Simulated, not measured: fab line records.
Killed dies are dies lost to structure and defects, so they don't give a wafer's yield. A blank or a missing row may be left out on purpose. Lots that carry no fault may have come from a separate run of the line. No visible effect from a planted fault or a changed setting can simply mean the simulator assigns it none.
Which tool is to blame? / flow berkeley_cmos170 / Sampling: 14 lots, 40 wafers, 6 of 331 route steps

## WHAT THE GAUGES READ, wafer by wafer
UCB170_NLDD_TW_MEAS_11. Usual: NLDD_TW typically reads 2213, with standard deviation 15.
lot=L850; measured=day 5 20:29; on=film_metro-02; NLDD_TW=2202 2202 2202; flag=
lot=L851; measured=day 6 08:26; on=film_metro-03; NLDD_TW=2221 2240 2224; flag=
lot=L853; measured=day 6 21:35; on=film_metro-02; NLDD_TW=2203 2205 2213; flag=
lot=L856; measured=day 6 21:49; on=film_metro-03; NLDD_TW=2234 2228 2231; flag=
lot=L858; measured=day 7 09:01; on=film_metro-04; NLDD_TW=2209 2168 2193 2158; flag=
lot=L860; measured=day 7 22:45; on=film_metro-02; NLDD_TW=2198 2185 2189 2193; flag=
lot=L862; measured=day 8 08:29; on=film_metro-02; NLDD_TW=2199 2201 2205; flag=
lot=L863; measured=day 8 23:41; on=film_metro-02; NLDD_TW=2205 2207 2212; flag=
lot=L865; measured=day 8 23:26; on=film_metro-04; NLDD_TW=2211 2215 2200; flag=
lot=L868; measured=day 9 22:02; on=film_metro-02; NLDD_TW=2205 2200 2215; flag=
lot=L869; measured=day 10 10:49; on=film_metro-04; NLDD_TW=2195 2196 2198; flag=
lot=L870; measured=day 10 11:06; on=film_metro-03; NLDD_TW=2242 2239 2231; flag=
lot=L871; measured=day 10 14:10; on=film_metro-04; NLDD_TW=2196 2193 2202; flag=
lot=L873; measured=day 10 19:14; on=film_metro-02; NLDD_TW=2219 2217 2215; flag=

UCB170_SDANNEAL_RS_MEAS_05: uses a four-point probe to measure. Usual: NLDD_RS typically reads 620.5 ohm/sq, with standard deviation 1.3.
lot=L850; measured=day 6 06:48; on=film_metro-04; NLDD_RS (ohm/sq)=621.1 620.0 621.2; flag=
lot=L851; measured=day 6 20:06; on=film_metro-03; NLDD_RS (ohm/sq)=624.0 622.6 622.2; flag=
lot=L853; measured=day 7 08:37; on=film_metro-04; NLDD_RS (ohm/sq)=620.0 618.2 621.1; flag=
lot=L856; measured=day 7 08:11; on=film_metro-03; NLDD_RS (ohm/sq)=620.8 619.1 620.2; flag=
lot=L858; measured=day 8 02:24; on=film_metro-03; NLDD_RS (ohm/sq)=581.2 552.2 580.2 552.6; flag=OFF
lot=L860; measured=day 8 16:05; on=film_metro-04; NLDD_RS (ohm/sq)=563.0 561.0 562.6 561.0; flag=OFF
lot=L862; measured=day 8 17:44; on=film_metro-04; NLDD_RS (ohm/sq)=620.4 618.4 619.3; flag=
lot=L863; measured=day 9 10:49; on=film_metro-04; NLDD_RS (ohm/sq)=619.4 621.6 619.9; flag=
lot=L865; measured=day 9 10:22; on=film_metro-04; NLDD_RS (ohm/sq)=621.2 621.3 621.7; flag=
lot=L868; measured=day 10 12:29; on=film_metro-03; NLDD_RS (ohm/sq)=619.9 620.9 619.0; flag=
lot=L869; measured=day 10 20:51; on=film_metro-03; NLDD_RS (ohm/sq)=622.2 619.1 621.6; flag=
lot=L870; measured=day 10 21:44; on=film_metro-03; NLDD_RS (ohm/sq)=621.4 621.0 621.1; flag=
lot=L871; measured=day 10 21:19; on=film_metro-02; NLDD_RS (ohm/sq)=620.6 619.7 621.2; flag=
lot=L873; measured=day 11 06:14; on=film_metro-04; NLDD_RS (ohm/sq)=619.1 620.5 619.2; flag=

UCB170_M2_CD_MEAS_15: target cd 700 nm. Usual: 700.0 nm for cd_nm, sd 1.6.
lot=L850; measured=day 6 22:56; on=cd_sem-02; cd_nm (nm)=701.1 699.5 700.4; flag=
lot=L851; measured=day 7 14:20; on=cd_sem-02; cd_nm (nm)=702.5 703.3 701.7; flag=
lot=L853; measured=day 8 03:52; on=cd_sem-01; cd_nm (nm)=702.4 702.3 700.6; flag=
lot=L856; measured=day 8 03:32; on=cd_sem-01; cd_nm (nm)=698.2 698.6 698.3; flag=
lot=L862; measured=day 9 10:11; on=cd_sem-01; cd_nm (nm)=698.7 698.1 699.5; flag=
lot=L863; measured=day 10 05:59; on=cd_sem-01; cd_nm (nm)=700.4 700.4 701.0; flag=
lot=L865; measured=day 10 06:17; on=cd_sem-01; cd_nm (nm)=698.3 697.9 698.0; flag=
lot=L868; measured=day 11 06:34; on=cd_sem-02; cd_nm (nm)=701.8 701.3 700.8; flag=
lot=L869; measured=day 11 15:22; on=cd_sem-02; cd_nm (nm)=698.5 699.7 699.0; flag=
lot=L870; measured=day 11 15:39; on=cd_sem-02; cd_nm (nm)=699.3 698.6 699.4; flag=
lot=L871; measured=day 11 15:07; on=cd_sem-01; cd_nm (nm)=701.8 702.0 701.6; flag=
lot=L873; measured=day 11 22:07; on=cd_sem-01; cd_nm (nm)=700.4 701.4 700.8; flag=

## WHICH TOOL RAN EACH LOT (tool, then ch and the chambers of the sampled wafers, then the start)
lot=L850; UCB170_ZERO_STRIP_07=plasma_asher-01 ch 0,1, day 1 19:53; UCB170_ACTIVE_SOFTBAKE_09=litho_track-02 ch 0, day 3 23:59; UCB170_NLDD_IMPLANT_08=implanter-02 ch 0, day 5 20:05
lot=L851; UCB170_ZERO_STRIP_07=plasma_asher-01 ch 1, day 2 00:39; UCB170_ACTIVE_SOFTBAKE_09=litho_track-04 ch 0, day 4 10:41; UCB170_NLDD_IMPLANT_08=implanter-04 ch 0, day 6 08:02
lot=L853; UCB170_ZERO_STRIP_07=plasma_asher-03 ch 0,1, day 2 13:25; UCB170_ACTIVE_SOFTBAKE_09=litho_track-02 ch 0, day 4 21:17; UCB170_NLDD_IMPLANT_08=implanter-04 ch 0, day 6 21:13
lot=L856; UCB170_ZERO_STRIP_07=plasma_asher-01 ch 1, day 3 00:50; UCB170_ACTIVE_SOFTBAKE_09=litho_track-02 ch 0, day 5 03:34; UCB170_NLDD_IMPLANT_08=implanter-02 ch 0, day 6 21:26
lot=L858; UCB170_ZERO_STRIP_07=plasma_asher-02 ch 0,1, day 3 12:49; UCB170_ACTIVE_SOFTBAKE_09=litho_track-03 ch 0, day 5 13:09; UCB170_NLDD_IMPLANT_08=implanter-03 ch 0, day 7 08:39
lot=L860; UCB170_ZERO_STRIP_07=plasma_asher-02 ch 0,1, day 3 21:29; UCB170_ACTIVE_SOFTBAKE_09=litho_track-02 ch 0, day 6 00:01; UCB170_NLDD_IMPLANT_08=implanter-03 ch 0, day 7 22:21
lot=L862; UCB170_ZERO_STRIP_07=plasma_asher-03 ch 0,1, day 4 06:08; UCB170_ACTIVE_SOFTBAKE_09=litho_track-03 ch 0, day 6 06:17; UCB170_NLDD_IMPLANT_08=implanter-04 ch 0, day 8 08:07
lot=L863; UCB170_ZERO_STRIP_07=plasma_asher-01 ch 0,1, day 4 15:23; UCB170_ACTIVE_SOFTBAKE_09=litho_track-04 ch 0, day 7 00:50; UCB170_NLDD_IMPLANT_08=implanter-02 ch 0, day 8 23:17
lot=L865; UCB170_ZERO_STRIP_07=plasma_asher-02 ch 0,1, day 4 18:57; UCB170_ACTIVE_SOFTBAKE_09=litho_track-02 ch 0, day 7 01:14; UCB170_NLDD_IMPLANT_08=implanter-04 ch 0, day 8 23:02
lot=L868; UCB170_ZERO_STRIP_07=plasma_asher-02 ch 0,1, day 5 12:50; UCB170_ACTIVE_SOFTBAKE_09=litho_track-04 ch 0, day 7 21:14; UCB170_NLDD_IMPLANT_08=implanter-04 ch 0, day 9 21:40
lot=L869; UCB170_ZERO_STRIP_07=plasma_asher-02 ch 0,1, day 5 16:37; UCB170_ACTIVE_SOFTBAKE_09=litho_track-04 ch 0, day 8 05:24; UCB170_NLDD_IMPLANT_08=implanter-03 ch 0, day 10 10:25
lot=L870; UCB170_ZERO_STRIP_07=plasma_asher-02 ch 0,1, day 5 22:22; UCB170_ACTIVE_SOFTBAKE_09=litho_track-04 ch 0, day 8 05:52; UCB170_NLDD_IMPLANT_08=implanter-04 ch 0, day 10 10:43
lot=L871; UCB170_ZERO_STRIP_07=plasma_asher-03 ch 0,1, day 6 03:36; UCB170_ACTIVE_SOFTBAKE_09=litho_track-04 ch 0, day 8 11:18; UCB170_NLDD_IMPLANT_08=implanter-03 ch 0, day 10 13:47
lot=L873; UCB170_ZERO_STRIP_07=plasma_asher-03 ch 0,1, day 6 12:50; UCB170_ACTIVE_SOFTBAKE_09=litho_track-02 ch 0, day 8 15:02; UCB170_NLDD_IMPLANT_08=implanter-03 ch 0, day 10 18:50
- UCB170_ZERO_STRIP_07: strips in O2.
- UCB170_ACTIVE_SOFTBAKE_09: time 60.94 s.
- UCB170_NLDD_IMPLANT_08

## AS READ BY THE TOOLS THEMSELVES (means over the sampled wafers that have a number; for cases with no such wafer, the mark the record gives instead)
UCB170_ZERO_STRIP_07. Usual: drypump_motor_current_A 5.6 A, standard deviation 0.63; oes_product_au 0.727 a.u., standard deviation 0.0048; strip_time_to_endpoint_s 21.45 s, standard deviation 0.067.
lot=L850; tool=plasma_asher-01; drypump_motor_current_A (A)=5.0; oes_product_au (a.u.)=0.731; strip_time_to_endpoint_s (s)=21.39; flag=
lot=L851; tool=plasma_asher-01; drypump_motor_current_A (A)=4.8; oes_product_au (a.u.)=0.721; strip_time_to_endpoint_s (s)=21.46; flag=
lot=L853; tool=plasma_asher-03; drypump_motor_current_A (A)=5.6; oes_product_au (a.u.)=0.729; strip_time_to_endpoint_s (s)=21.55; flag=
lot=L856; tool=plasma_asher-01; drypump_motor_current_A (A)=4.8; oes_product_au (a.u.)=0.726; strip_time_to_endpoint_s (s)=21.47; flag=
lot=L858; tool=plasma_asher-02; drypump_motor_current_A (A)=5.7; oes_product_au (a.u.)=0.727; strip_time_to_endpoint_s (s)=21.41; flag=
lot=L860; tool=plasma_asher-02; drypump_motor_current_A (A)=5.7; oes_product_au (a.u.)=0.734; strip_time_to_endpoint_s (s)=21.48; flag=
lot=L862; tool=plasma_asher-03; drypump_motor_current_A (A)=5.6; oes_product_au (a.u.)=0.727; strip_time_to_endpoint_s (s)=21.37; flag=
lot=L863; tool=plasma_asher-01; drypump_motor_current_A (A)=5.1; oes_product_au (a.u.)=0.726; strip_time_to_endpoint_s (s)=21.40; flag=
lot=L865; tool=plasma_asher-02; drypump_motor_current_A (A)=5.9; oes_product_au (a.u.)=0.726; strip_time_to_endpoint_s (s)=21.36; flag=
lot=L868; tool=plasma_asher-02; drypump_motor_current_A (A)=5.4; oes_product_au (a.u.)=0.730; strip_time_to_endpoint_s (s)=21.37; flag=
lot=L869; tool=plasma_asher-02; drypump_motor_current_A (A)=5.9; oes_product_au (a.u.)=0.725; strip_time_to_endpoint_s (s)=21.44; flag=
lot=L870; tool=plasma_asher-02; drypump_motor_current_A (A)=5.9; oes_product_au (a.u.)=0.726; strip_time_to_endpoint_s (s)=21.45; flag=
lot=L871; tool=plasma_asher-03; drypump_motor_current_A (A)=5.9; oes_product_au (a.u.)=0.730; strip_time_to_endpoint_s (s)=21.54; flag=
lot=L873; tool=plasma_asher-03; drypump_motor_current_A (A)=5.9; oes_product_au (a.u.)=0.726; strip_time_to_endpoint_s (s)=21.44; flag=

UCB170_ACTIVE_SOFTBAKE_09. Usual: plate_sensor_t_centre_C 131.41 C, standard deviation 0.01; plate_sensor_t_edge_C 131.53 C, standard deviation 0.01; resist_line_temp_C 22.98 C, standard deviation 0.092.
lot=L850; tool=litho_track-02; plate_sensor_t_centre_C (C)=131.41; plate_sensor_t_edge_C (C)=131.53; resist_line_temp_C (C)=22.94; flag=
lot=L851; tool=litho_track-04; plate_sensor_t_centre_C (C)=131.42; plate_sensor_t_edge_C (C)=131.53; resist_line_temp_C (C)=23.09; flag=
lot=L853; tool=litho_track-02; plate_sensor_t_centre_C (C)=131.41; plate_sensor_t_edge_C (C)=131.53; resist_line_temp_C (C)=22.93; flag=
lot=L856; tool=litho_track-02; plate_sensor_t_centre_C (C)=131.40; plate_sensor_t_edge_C (C)=131.53; resist_line_temp_C (C)=23.00; flag=
lot=L858; tool=litho_track-03; plate_sensor_t_centre_C (C)=131.41; plate_sensor_t_edge_C (C)=131.53; resist_line_temp_C (C)=22.95; flag=
lot=L860; tool=litho_track-02; plate_sensor_t_centre_C (C)=131.40; plate_sensor_t_edge_C (C)=131.52; resist_line_temp_C (C)=23.01; flag=
lot=L862; tool=litho_track-03; plate_sensor_t_centre_C (C)=131.40; plate_sensor_t_edge_C (C)=131.53; resist_line_temp_C (C)=23.00; flag=
lot=L863; tool=litho_track-04; plate_sensor_t_centre_C (C)=131.41; plate_sensor_t_edge_C (C)=131.53; resist_line_temp_C (C)=23.01; flag=
lot=L865; tool=litho_track-02; plate_sensor_t_centre_C (C)=131.41; plate_sensor_t_edge_C (C)=131.54; resist_line_temp_C (C)=22.94; flag=
lot=L868; tool=litho_track-04; plate_sensor_t_centre_C (C)=131.40; plate_sensor_t_edge_C (C)=131.53; resist_line_temp_C (C)=23.10; flag=
lot=L869; tool=litho_track-04; plate_sensor_t_centre_C (C)=131.41; plate_sensor_t_edge_C (C)=131.54; resist_line_temp_C (C)=22.95; flag=
lot=L870; tool=litho_track-04; plate_sensor_t_centre_C (C)=131.42; plate_sensor_t_edge_C (C)=131.53; resist_line_temp_C (C)=22.94; flag=
lot=L871; tool=litho_track-04; plate_sensor_t_centre_C (C)=131.41; plate_sensor_t_edge_C (C)=131.53; resist_line_temp_C (C)=23.07; flag=
lot=L873; tool=litho_track-02; plate_sensor_t_centre_C (C)=131.40; plate_sensor_t_edge_C (C)=131.52; resist_line_temp_C (C)=23.02; flag=

UCB170_NLDD_IMPLANT_08. Usual: 9.99 s for beam_on_s, sd 0.21.
lot=L850; tool=implanter-02; beam_on_s (s)=9.89; flag=
lot=L851; tool=implanter-04; beam_on_s (s)=10.22; flag=
lot=L853; tool=implanter-04; beam_on_s (s)=9.89; flag=
lot=L856; tool=implanter-02; beam_on_s (s)=10.10; flag=
lot=L858; tool=implanter-03; beam_on_s (s)=10.02; flag=
lot=L860; tool=implanter-03; beam_on_s (s)=10.29; flag=
lot=L862; tool=implanter-04; beam_on_s (s)=10.13; flag=
lot=L863; tool=implanter-02; beam_on_s (s)=9.96; flag=
lot=L865; tool=implanter-04; beam_on_s (s)=10.08; flag=
lot=L868; tool=implanter-04; beam_on_s (s)=9.95; flag=
lot=L869; tool=implanter-03; beam_on_s (s)=10.11; flag=
lot=L870; tool=implanter-04; beam_on_s (s)=9.89; flag=
lot=L871; tool=implanter-03; beam_on_s (s)=10.02; flag=
lot=L873; tool=implanter-03; beam_on_s (s)=9.83; flag=

## THE ANSWER, worked out from the rows above alone
Rule: a lot is off if the mean of its wafers that have a number lies more than 3 standard deviations from the usual mean. A lot without any number at a reading at which 4 lots or more have one is off too. The other lots that the step has rows for count as sound. The gauges are gone through in route order, then the tools' own readings, and for those a lot's mean is taken as printed above. The first step at which some lot is off is used, and at that step the reading that is off furthest; a lot without a number counts as furthest.
Off: L858, L860, at UCB170_SDANNEAL_RS_MEAS_05 (NLDD_RS).
If a tool, at a process step before that reading, ran all the lots that are off and no sound lot after the first of them, it fits. Gauges at UCB170_SDANNEAL_RS_MEAS_05: tried the same way as those tools. Not one of the candidates tried fits.

## WHAT HAD BEEN PUT IN BY THE SIMULATOR
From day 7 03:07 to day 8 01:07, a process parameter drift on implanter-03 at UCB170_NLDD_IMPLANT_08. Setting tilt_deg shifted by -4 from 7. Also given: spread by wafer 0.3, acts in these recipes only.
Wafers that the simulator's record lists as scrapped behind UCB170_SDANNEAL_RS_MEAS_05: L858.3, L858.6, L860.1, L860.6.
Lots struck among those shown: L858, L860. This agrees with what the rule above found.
